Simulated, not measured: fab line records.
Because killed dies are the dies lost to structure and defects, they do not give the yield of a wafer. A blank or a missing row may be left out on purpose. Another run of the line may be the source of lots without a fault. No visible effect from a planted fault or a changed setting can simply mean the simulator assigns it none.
Matching of chambers    flow berkeley_cmos170    4 sister chambers for UCB170_V2_ETCH_14 on rie_diel-01
The step etches SiO2 in CHF3/CF4/Ar, stops on Al, target depth 1250 nm, time 291 s. 7 wafers are shown with their chamber, then 7 later ones without.

WAFERS WITH THEIR CHAMBER
wafer   chamber  drypump_motor_current_A (A)  throttle_valve_pct (%)
L109.2  3        5.8                          6.73
L109.6  2        6.5                          6.77
L110.2  3        5.8                          6.73
L110.3  0        5.5                          6.91
L110.4  1        5.4                          6.93
L113.1  0        5.4                          6.91
L113.5  2        6.5                          6.74

WAFERS MISSING THEIR CHAMBER
wafer   drypump_motor_current_A (A)  throttle_valve_pct (%)
L113.6  5.4                          6.93
L111.3  5.5                          6.92
L111.5  5.4                          6.96
L111.6  6.5                          6.73
L115.2  5.5                          6.90
L115.3  5.8                          6.74
L115.6  5.4                          6.95

CHAMBER TAKEN BY EACH
wafer   from the rows above      in truth
L113.6  1                        1
L111.3  can't be placed: 0 or 1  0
L111.5  can't be placed: 1 or 0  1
L111.6  2                        2
L115.2  can't be placed: 0 or 1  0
L115.3  3                        3
L115.6  can't be placed: 1 or 0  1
3 of 7 placed correctly. Can't be placed from these rows: 4 (the true chamber is among the candidates in 4). Number placed wrongly: 0.
How it was worked out, from the rows above alone: a wafer's distance from a chamber is the root of the sum, over the readings, of the square of ((its reading less the chamber's mean) divided by the reading's scatter). The wafer belongs to the nearest chamber; if the next one is less than 2 further off, it can't be placed. A chamber's mean is the mean of its shown wafers. How the scatter is found: for the shown wafers, subtract from each reading the mean of its chamber, square and add these, divide the total by (wafers less chambers), then take the root.
